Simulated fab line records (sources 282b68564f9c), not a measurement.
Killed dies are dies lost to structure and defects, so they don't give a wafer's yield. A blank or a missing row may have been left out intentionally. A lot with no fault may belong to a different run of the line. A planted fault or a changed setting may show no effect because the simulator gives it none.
Split-lot study    flow rit_cmos    21 wafers read from 4 lots, route of 202 steps

THE SPLIT ITSELF
At RIT_M1_SPUTTER_00 (material Al, target thk 400 nm, time 500 s), the setting power_w was moved away from the recipe's 2000 W on 9 of the 21 wafers read, by -9.1% to +4.9%. For the rest of the wafers, this setting stayed at what the recipe calls for.

FROM THE SPLIT TO THE READING: what the file shows between them, 5 steps
- RIT_M1_RS_MEAS_01: measures by four-point-probe
- RIT_M1_THK_MEAS_02: measures by xrf
- RIT_M1_DEVELOP_08: develop time 68 s (also split here: develop_time_s)
- RIT_M1_CD_MEAS_09: target cd 2600 nm
- RIT_M1_HARDBAKE_11: time 120 s (also split here: temp_c)

THE READING
oes_product_au, in a.u., at RIT_M1_METAL_ETCH_12 (etches Al in Cl2/BCl3, stops on SiO2, time 165 s, target depth 600 nm). Fault-free wafers of this fab line usually give 0.787 a.u., standard deviation 0.0097 a.u.

wafer   tool, chamber at the split  power_w as run, W  against the recipe  oes_product_au, a.u.  against lot-mates on the recipe
L078.2  pvd_sputter-01, -           2000               recipe              0.804                 -
L078.5  pvd_sputter-01, -           2000               recipe              0.801                 -
L078.6  pvd_sputter-01, -           2000               recipe              0.795                 -
L080.1  pvd_sputter-01, -           2085               +4.2%               0.787                 -0.001
L080.2  pvd_sputter-01, -           2085               +4.2%               0.810                 +0.022
L080.3  pvd_sputter-01, -           2000               recipe              0.791                 -
L080.4  pvd_sputter-01, -           2085               +4.2%               0.785                 -0.003
L080.5  pvd_sputter-01, -           2000               recipe              0.789                 -
L080.6  pvd_sputter-01, -           2000               recipe              0.783                 -
L081.1  pvd_sputter-03, -           1819               -9.1%               0.757                 -0.039
L081.2  pvd_sputter-03, -           1819               -9.1%               0.744                 -0.052
L081.3  pvd_sputter-03, -           2000               recipe              0.791                 -
L081.4  pvd_sputter-03, -           1819               -9.1%               0.760                 -0.036
L081.5  pvd_sputter-03, -           2000               recipe              0.797                 -
L081.6  pvd_sputter-03, -           2000               recipe              0.800                 -
L085.1  pvd_sputter-03, -           2098               +4.9%               0.805                 +0.024
L085.2  pvd_sputter-03, -           2000               recipe              0.776                 -
L085.3  pvd_sputter-03, -           2098               +4.9%               0.804                 +0.023
L085.4  pvd_sputter-03, -           2000               recipe              0.777                 -
L085.5  pvd_sputter-03, -           2000               recipe              0.789                 -
L085.6  pvd_sputter-03, -           2098               +4.9%               0.791                 +0.010

THE FIT
A straight line over all 21 wafers: oes_product_au changes by +0.00319 a.u. for each +1% of power_w; r = +0.81; the points scatter about the line by 0.01 a.u.
The same after taking each lot's own level away (the mean of its wafers on the recipe; 21 wafers): +0.00407 a.u. for each +1%; r = +0.91; scatter 0.008 a.u.
According to that fit, moving power_w by its largest amount changes the reading by 0.037 a.u.
The span of the lots' own levels, 0.7807 to 0.8000 a.u., comes to 2.0 times the standard deviation stated above.
So the slope is not independent of the lot-to-lot level: the two fits are not the same.
Check: for one of the wafers moved furthest among these (-9.1%), held out of the fit, the line's prediction against its lot-mates is -0.0394 a.u. Against them it came out at -0.039 a.u.

OTHER SPLITS ON THESE WAFERS
Note: prior to the reading, these wafers also went through further splits. Each is held against what the fit with the lots' levels taken away leaves over:
other split on the same wafers    wafers away from the commonest value  r with oes_product_au (lot level and that fit taken away)
RIT_PSD_IMPLANT_08 dose_cm2       3                                     +0.14
RIT_SILICIDE_SPUTTER_01 power_w   6                                     -0.19
RIT_M1_DEVELOP_08 develop_time_s  9                                     +0.10
RIT_M1_HARDBAKE_11 temp_c         6                                     -0.20

THE WHOLE CHAIN: every reading that the file lists as answering this split, in the file's order
step                  what it does                                                           reading                                                                      change (the file's fit)                    r (the file's)
RIT_M1_SPUTTER_00     material Al, target thk 400 nm, time 500 s                             Al_of_M1_SPUTTER_00.thk_nm (the simulator's own value, which no gauge read)  +3.67 nm for each +1% of the setting       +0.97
RIT_M1_RS_MEAS_01     measures by four-point-probe                                           M1_AL_RS                                                                     -0.000743 for each +1% of the setting      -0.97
RIT_M1_THK_MEAS_02    measures by xrf                                                        M1_AL_THK                                                                    +3.69 for each +1% of the setting          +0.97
RIT_M1_METAL_ETCH_12  etches Al in Cl2/BCl3, stops on SiO2, time 165 s, target depth 600 nm  oes_product_au                                                               +0.00411 a.u. for each +1% of the setting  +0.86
RIT_M1_METAL_ETCH_12  etches Al in Cl2/BCl3, stops on SiO2, time 165 s, target depth 600 nm  M1.feature_depth_nm (the simulator's own value, which no gauge read)         +3.81 nm for each +1% of the setting       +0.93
RIT_M1_METAL_ETCH_12  etches Al in Cl2/BCl3, stops on SiO2, time 165 s, target depth 600 nm  etch.depth_nm (the simulator's own value, which no gauge read)               +3.82 nm for each +1% of the setting       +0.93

FILE'S OWN FIT
oes_product_au changes by +0.00411 a.u. for each +1% of power_w, r = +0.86.
